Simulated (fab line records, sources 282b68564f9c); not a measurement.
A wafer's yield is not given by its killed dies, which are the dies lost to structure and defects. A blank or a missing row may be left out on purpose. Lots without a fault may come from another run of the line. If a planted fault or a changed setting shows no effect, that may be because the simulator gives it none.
Which of the tools did it?	flow rit_cmos	15 lots with 45 wafers sampled at 2 steps, on a route of 202 steps

WHAT EACH GAUGE READ, for each wafer
The record holds no reading of a measuring or inspecting step that can be judged against a usual standard deviation.

TOOL THAT RAN EACH LOT (tool first, then ch and the chambers of the sampled wafers, then the start)
lot	RIT_CONTACT_ETCH_11	RIT_M1_PROBE_99
L638	rie_diel-02 ch 0,2,3, day 3 05:34	-
L639	rie_diel-04 ch 0,1,2, day 3 08:59	-
L640	rie_diel-04 ch 0,2,3, day 3 22:01	-
L642	rie_diel-04 ch 1,2,3, day 4 11:10	-
L644	rie_diel-02 ch 0,1,3, day 4 16:19	-
L645	rie_diel-02 ch 0,2,3, day 4 23:20	-
L646	rie_diel-04 ch 0,2, day 5 02:26	-
L648	rie_diel-02 ch 1,2,3, day 5 17:39	-
L649	rie_diel-03 ch 1,3, day 5 19:09	-
L651	rie_diel-03 ch 1,2,3, day 6 08:50	-
L652	rie_diel-04 ch 0,3, day 6 12:38	-
L653	rie_diel-03 ch 0,1,2, day 6 15:42	prober-02, day 6 20:46
L654	rie_diel-03 ch 0,1,3, day 6 23:37	prober-02, day 7 06:24
L657	rie_diel-03 ch 0,1,3, day 7 07:52	prober-02, day 7 12:53
L660	rie_diel-02 ch 0,1,2, day 19 12:51	-
- RIT_CONTACT_ETCH_11: etches SiO2 in CHF3/CF4/Ar, stops on TiSi2, target depth 480 nm, time 320 s.
- RIT_M1_PROBE_99

AS READ BY THE TOOLS THEMSELVES (means over the sampled wafers that have a number; for cases with no such wafer, the mark the record gives instead)
RIT_CONTACT_ETCH_11.
lot	tool	drypump_motor_current_A (A)	oes_product_au (a.u.)	rf_fwd_power_W (W)	throttle_valve_pct (%)
L638	rie_diel-02	5.4	0.980	200.0	8.97
L639	rie_diel-04	5.5	1.002	199.5	8.84
L640	rie_diel-04	6.0	0.992	199.8	8.92
L642	rie_diel-04	5.5	0.990	199.4	8.88
L644	rie_diel-02	5.8	0.989	199.5	8.94
L645	rie_diel-02	5.4	0.981	200.2	8.97
L646	rie_diel-04	6.1	1.004	199.0	8.88
L648	rie_diel-02	5.7	0.983	199.7	9.05
L649	rie_diel-03	6.0	0.998	199.7	8.86
L651	rie_diel-03	5.7	0.992	199.9	8.88
L652	rie_diel-04	6.5	0.998	199.2	8.80
L653	rie_diel-03	6.0	1.001	200.0	8.80
L654	rie_diel-03	6.2	0.994	200.1	8.84
L657	rie_diel-03	6.2	0.993	199.3	8.84
L660	rie_diel-02	5.8	0.981	199.3	9.02

RIT_M1_PROBE_99.
lot	tool	killed_at_contacts	killed_at_front_end	killed_dies	killed_on_rim	killed_open	killed_short
L653	prober-02	84.0	9	93	25.0	5.0	3.7
L654	prober-02	86.7	4	91	24.0	2.3	2.0
L657	prober-02	85.3	6	91	23.3	3.3	2.3

THE ANSWER, worked out from the rows above alone
Rule: usual is defined by the lots themselves. The widest of any qualifying gaps counts: lots, ordered by their means at a reading, are off when they make up no more than a third of the lots, leave a main group of 4 or more, and stand apart from it by 3 or more times the standard deviation of that group's means. If all means in a main group match to the digits the tables above print for the reading, that group is not used. Also off: a lot with no number at a reading for which 4 or more lots have one. All remaining lots with rows at the step are treated as sound. The gauges are gone through in route order, then the tools' own readings, and for those a lot's mean is taken as printed above. The first step at which some lot is off is used, and at that step the reading that is off furthest; a lot without a number counts as furthest.
No lot is off on any of the readings shown, so nothing can be concluded from this.

WHAT THE SIMULATOR PUT IN
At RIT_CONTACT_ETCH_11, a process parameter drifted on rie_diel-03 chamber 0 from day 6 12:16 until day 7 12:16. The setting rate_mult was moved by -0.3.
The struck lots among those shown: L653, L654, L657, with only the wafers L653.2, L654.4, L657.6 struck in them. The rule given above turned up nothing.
